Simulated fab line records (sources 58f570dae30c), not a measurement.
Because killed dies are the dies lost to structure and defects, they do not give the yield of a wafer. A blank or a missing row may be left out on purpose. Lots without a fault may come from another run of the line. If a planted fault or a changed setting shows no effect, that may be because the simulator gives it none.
One fault seen from 2 desks :: flow berkeley cmos170 :: what lay behind the numbers comes last; until then each desk has only its own

== METROLOGY DESK ==
Means of the sampled wafers that have a number, per lot and without regard to the tool the lot ran on: this is what the gauges read. A lot is out of limits, marked OUT, if its mean lies more than 4 standard deviations from the usual mean; the brackets give that distance.
Columns: A = M3_OVL at UCB170_M3_OVL_MEAS_16, usual -1 nm
lot: L988
first seen here: day 7 22:44
A: -2

lot: L989
first seen here: day 8 00:17
A: -1

lot: L990
first seen here: day 8 07:34
A: -1

lot: L991
first seen here: day 8 09:19
A: -2

lot: L995
first seen here: day 9 01:57
A: -5

lot: L997
first seen here: day 9 03:47
A: -0

lot: L992
first seen here: day 9 04:04
A: 3

lot: L994
first seen here: day 9 04:11
A: -5

lot: L998
first seen here: day 9 11:12
A: 4

lot: L101
first seen here: day 9 17:35
A: -4

lot: L105
first seen here: day 10 19:31
A: 1

lot: L110
first seen here: day 11 21:14
A: -7

lot: L107
first seen here: day 11 22:37
A: -1

lot: L111
first seen here: day 12 01:56
A: -5
Result from this desk: across the 14 lots, nothing is out of limits.

== TOOL OWNER'S DESK, litho track-03 ==
UCB170_V2_PEB_10, tool's own readings: per-lot mean of the sampled wafers with a number, covering each lot this tool ran. A lot is out of limits, marked OUT, if its mean lies more than 4 standard deviations from the usual mean; the brackets give that distance.
Columns: A = chill plate temp C at UCB170_V2_PEB_10, usual 22.98 C; B = heater power total W at UCB170_V2_PEB_10, usual 56.80 W
lot: L992
first seen here: day 8 23:39
A: 22.89
B: 56.78

lot: L998
first seen here: day 9 07:59
A: 22.91
B: 56.80

lot: L101
first seen here: day 9 14:13
A: 23.03
B: 56.77

lot: L105
first seen here: day 10 15:40
A: 22.82
B: 56.79

lot: L107
first seen here: day 11 18:46
A: 23.05
B: 57.23 (+8.7) OUT

lot: L111
first seen here: day 11 22:26
A: 23.04
B: 57.20 (+7.9) OUT
This desk's verdict: out of limits on L107, L111, starting with L107 at day 11 18:46 (heater power total W at UCB170_V2_PEB_10). Within limits: L992, L998, L101, L105.

== PUT TOGETHER ==
The tool owner's desk had the chance to raise an alarm at day 11 18:46 on L107, L111.
Nothing out of limits was seen by the metrology desk.
The metrology desk has L107, L111 on record, within its limits.
Of the lots named, all ran UCB170_V2_PEB_10 on litho track-03.

== WHAT WAS PUT IN BY THE SIMULATOR ==
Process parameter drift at UCB170_V2_PEB_10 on litho track-03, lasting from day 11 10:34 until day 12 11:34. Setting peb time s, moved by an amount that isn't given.
Struck lots among those shown: L107, L111.
Hours from the fault's start to each desk's first reading out of limits: the tool owner's desk, 8.
